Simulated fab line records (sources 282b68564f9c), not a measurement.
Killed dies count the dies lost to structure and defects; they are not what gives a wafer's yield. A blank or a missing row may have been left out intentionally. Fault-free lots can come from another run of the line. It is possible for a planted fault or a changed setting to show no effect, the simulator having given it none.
A lot that was struck, set against a sound lot / flow rit cmos / 43 steps out of a route of 202
Sound: wafers L157.1, L157.2, L157.3. Struck: wafer L176.2. At the end, the cause is stated.
Per side, at each step with rows, come the tool, then ch with its chambers, and then its first start. Under that, the readings that differ: sound wafers / struck wafers / difference of the means / sigmas: that difference in standard deviations of wafers without a fault.
alike: words and numbers the same on both sides, and readings whose means are apart by under 2 such deviations; not compared: readings that were withheld, readings missing a value for some wafer, numbers with overlapping values and no deviation given by the record, and bounds like >300 which may hide the same value.
The two part at a step that has a row with sigmas, a row that says differs or no value, or rows on one side only. When numbers do not overlap yet have no deviation, they are printed without sigmas and do not part them. A reading that every wafer of one side lacks parts them only if that side has two wafers or more.

first, 2 steps without rows for these wafers: RIT_PLDD_PEB_04; RIT_PLDD_DEVELOP_05 (develop time 50 s).
RIT_PLDD_OVL_MEAS_06:
  sound on overlay-02 at day 2 19:36; struck on overlay-01 at day 7 02:25
  alike: PLDD_OVL
then, 2 steps without rows for these wafers: RIT_PLDD_HARDBAKE_07 (time 60 s); RIT_PLDD_IMPLANT_08.
RIT_PLDD_STRIP_09: strips in O2, time 180 s.
  sound on plasma asher-01 ch 0,1, day 2 19:56; struck on plasma asher-03 ch 1, day 7 02:47
  alike: drypump motor current A
  not compared: rf hours counter h
RIT_PLDD_TW_MEAS_10:
  sound on film metro-01 at day 2 20:07; struck on film metro-03 at day 7 02:58
  alike: PLDD_TW
then, 4 steps without rows for these wafers: RIT_SPACER_CLEAN_00 (cleans in SC1, time 600 s); RIT_SPACER_CLEAN_01 (cleans in dHF, time 30 s); RIT_SPACER_CLEAN_02 (cleans in SC2, time 600 s); RIT_SPACER_CVD_03 (deposits Si3N4 from SiH2Cl2/NH3, target thk 250 nm, time 3300 s).
RIT_SPACER_THK_MEAS_04:
  sound on film metro-01 at day 2 22:28; struck on film metro-04 at day 7 05:19
  alike: SPACER_NITRIDE_THK
RIT_SPACER_ETCHBACK_05: etches Si3N4 in SF6/CHF3, stops on SiO2, target depth 250 nm, time 240 s.
  sound on rie diel-02 ch 0,1,3, day 2 22:31; struck on rie diel-04 ch 0, day 7 05:22
reading=rf hours counter h (h); sound=164 41 20; struck=1; difference=-74; sigmas=
  alike: drypump motor current A, oes product au, rf fwd power W, throttle valve pct
then, 6 steps without rows for these wafers: RIT_NSD_HMDS_00 (prime time 60 s); RIT_NSD_COAT_01 (resist thk 1000 nm); RIT_NSD_SOFTBAKE_02 (time 60 s); RIT_NSD_EXPOSE_03 (exposes mask M9, target cd 40700 nm); RIT_NSD_PEB_04; RIT_NSD_DEVELOP_05 (develop time 50 s).
RIT_NSD_OVL_MEAS_06:
  sound on overlay-01 at day 2 23:38; struck on overlay-02 at day 7 06:29
reading=NSD_OVL (nm); sound=-1.3 -2.1 -3.2; struck=1.1; difference=+3.3; sigmas=+2
then, 2 steps without rows for these wafers: RIT_NSD_HARDBAKE_07 (time 60 s); RIT_NSD_IMPLANT_08.
RIT_NSD_STRIP_09: strips in O2, time 180 s.
  sound on plasma asher-03 ch 0,1, day 2 23:59; struck on plasma asher-03 ch 1, day 7 06:49
  alike: drypump motor current A
  not compared: rf hours counter h
RIT_NSD_TW_MEAS_10:
  sound on film metro-03 at day 3 00:09; struck on film metro-03 at day 7 07:00
  alike: NSD_TW
then, 6 steps without rows for these wafers: RIT_PSD_HMDS_00 (prime time 60 s); RIT_PSD_COAT_01 (resist thk 1000 nm); RIT_PSD_SOFTBAKE_02 (time 60 s); RIT_PSD_EXPOSE_03 (exposes mask M10, target cd 40900 nm); RIT_PSD_PEB_04; RIT_PSD_DEVELOP_05 (develop time 50 s).
RIT_PSD_OVL_MEAS_06:
  sound on overlay-02 at day 3 01:04; struck on overlay-02 at day 7 08:37
  alike: PSD_OVL
then, 2 steps without rows for these wafers: RIT_PSD_HARDBAKE_07 (time 60 s); RIT_PSD_IMPLANT_08.
RIT_PSD_STRIP_09: strips in O2, time 180 s.
  sound on plasma asher-04 ch 0,1, day 3 01:24; struck on plasma asher-04 ch 1, day 7 08:57
  alike: drypump motor current A
  not compared: rf hours counter h
RIT_PSD_TW_MEAS_10:
  sound on film metro-02 at day 3 01:34; struck on film metro-02 at day 7 09:08
  alike: PSD_TW
then, 3 steps without rows for these wafers: RIT_SDANNEAL_CLEAN_00 (cleans in SC1, time 600 s); RIT_SDANNEAL_CLEAN_01 (cleans in dHF, time 30 s); RIT_SDANNEAL_CLEAN_02 (cleans in SC2, time 600 s).
RIT_SDANNEAL_RTA_03: time 5 s.
  sound on rtp anneal-01 ch 0, day 3 02:00; struck on rtp anneal-02 ch 0, day 7 09:34
  alike: anneal temp c max, ramp down c per s, wafer_temp_C_max
RIT_SDANNEAL_RS_MEAS_04: the measuring method here is four-point-probe.
  sound on film metro-03 at day 3 02:04; struck on film metro-02 at day 7 09:38
  alike: PSD_RS
RIT_SDANNEAL_RS_MEAS_05: the measuring method here is four-point-probe.
  sound on film metro-03 at day 3 02:11; struck on film metro-02 at day 7 09:45
  alike: NSD_RS
RIT_SDANNEAL_RS_MEAS_06: the measuring method here is four-point-probe.
  sound on film metro-03 at day 3 02:18; struck on film metro-02 at day 7 09:52
  alike: PLDD_RS
RIT_M1_PROBE_99:
  sound on prober-01 at day 3 09:32; struck on prober-02 at day 7 16:57
reading=killed at front end; sound=3 6 4; struck=21; difference=+17; sigmas=+6
reading=killed dies; sound=3 6 4; struck=21; difference=+17; sigmas=+6
reading=killed open; sound=2 2 2; struck=6; difference=+4; sigmas=+2
  alike: killed at contacts, killed short

== WHERE THEY PART ==
Last at RIT_M1_PROBE_99 as far as this record goes, first at RIT_NSD_OVL_MEAS_06.

WHY: whatever the simulator had introduced
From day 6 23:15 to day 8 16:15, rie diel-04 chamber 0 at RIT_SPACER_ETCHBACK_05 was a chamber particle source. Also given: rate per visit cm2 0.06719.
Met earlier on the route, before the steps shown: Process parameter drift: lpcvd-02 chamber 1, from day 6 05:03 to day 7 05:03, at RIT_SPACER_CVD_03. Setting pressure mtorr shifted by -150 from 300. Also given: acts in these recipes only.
